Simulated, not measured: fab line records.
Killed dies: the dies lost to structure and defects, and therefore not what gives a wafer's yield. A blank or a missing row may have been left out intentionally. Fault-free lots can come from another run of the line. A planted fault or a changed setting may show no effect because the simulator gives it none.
Which of the tools did it? || flow berkeleyCmos170 || Sampling: 6 lots, 18 wafers, 3 of 331 route steps

## WHAT EACH GAUGE READ, for each wafer
UCB170_M2_OVL_MEAS_16.
{"lot": "L397", "measured": "day 9 08:38", "on": "overlay-02", "M2_OVL (nm)": "12 3 -10"}
{"lot": "L401", "measured": "day 10 05:15", "on": "overlay-01", "M2_OVL (nm)": "9 8 4"}
{"lot": "L404", "measured": "day 10 22:17", "on": "overlay-01", "M2_OVL (nm)": "1 2 2"}
{"lot": "L406", "measured": "day 11 01:11", "on": "overlay-02", "M2_OVL (nm)": "-10 -4 -3"}
{"lot": "L408", "measured": "day 11 20:47", "on": "overlay-01", "M2_OVL (nm)": "1 -10 -5"}
{"lot": "L413", "measured": "day 12 23:43", "on": "overlay-02", "M2_OVL (nm)": "-2 1 -4"}

## EACH LOT AND THE TOOL THAT RAN IT (in order: tool; ch and the chambers of the sampled wafers; start)
{"lot": "L397", "UCB170_ACTIVE_CLEAN_00": "wetBench-04 ch 2, day 5 03:01", "UCB170_M2_SPUTTER_01": "pvdSputter-02, day 9 04:59"}
{"lot": "L401", "UCB170_ACTIVE_CLEAN_00": "wetBench-02 ch 3, day 6 04:41", "UCB170_M2_SPUTTER_01": "pvdSputter-01, day 10 03:17"}
{"lot": "L404", "UCB170_ACTIVE_CLEAN_00": "wetBench-03 ch 2, day 6 14:05", "UCB170_M2_SPUTTER_01": "pvdSputter-01, day 10 20:12"}
{"lot": "L406", "UCB170_ACTIVE_CLEAN_00": "wetBench-02 ch 0, day 7 00:32", "UCB170_M2_SPUTTER_01": "pvdSputter-03, day 10 22:57"}
{"lot": "L408", "UCB170_ACTIVE_CLEAN_00": "wetBench-03 ch 3, day 7 11:24", "UCB170_M2_SPUTTER_01": "pvdSputter-03, day 11 18:13"}
{"lot": "L413", "UCB170_ACTIVE_CLEAN_00": "wetBench-04 ch 0, day 8 10:38", "UCB170_M2_SPUTTER_01": "pvdSputter-02, day 12 21:46"}
- UCB170_ACTIVE_CLEAN_00: cleans in SPM, time 600 s.
- UCB170_M2_SPUTTER_01: material Al, target thk 900 nm, time 120 s.

## THE ANSWER, worked out from the rows above alone
Rule: the usual values come from the lots themselves. Put in order of their means at a reading, lots are off if they are a third of the lots or fewer, leave a main group of 4 or more, and stand apart from it by a gap of 3 or more times the standard deviation of the main group's means; of several such gaps the widest counts. The tables above print the reading to a certain number of digits; a main group whose means all agree to those digits is not used. Also off: a lot with no number at a reading for which 4 or more lots have one. Where the step has rows for the other lots, those lots are counted as sound.
No lot is off on any of the readings shown, so nothing can be concluded from this.

## WHAT THE SIMULATOR HAD INSERTED
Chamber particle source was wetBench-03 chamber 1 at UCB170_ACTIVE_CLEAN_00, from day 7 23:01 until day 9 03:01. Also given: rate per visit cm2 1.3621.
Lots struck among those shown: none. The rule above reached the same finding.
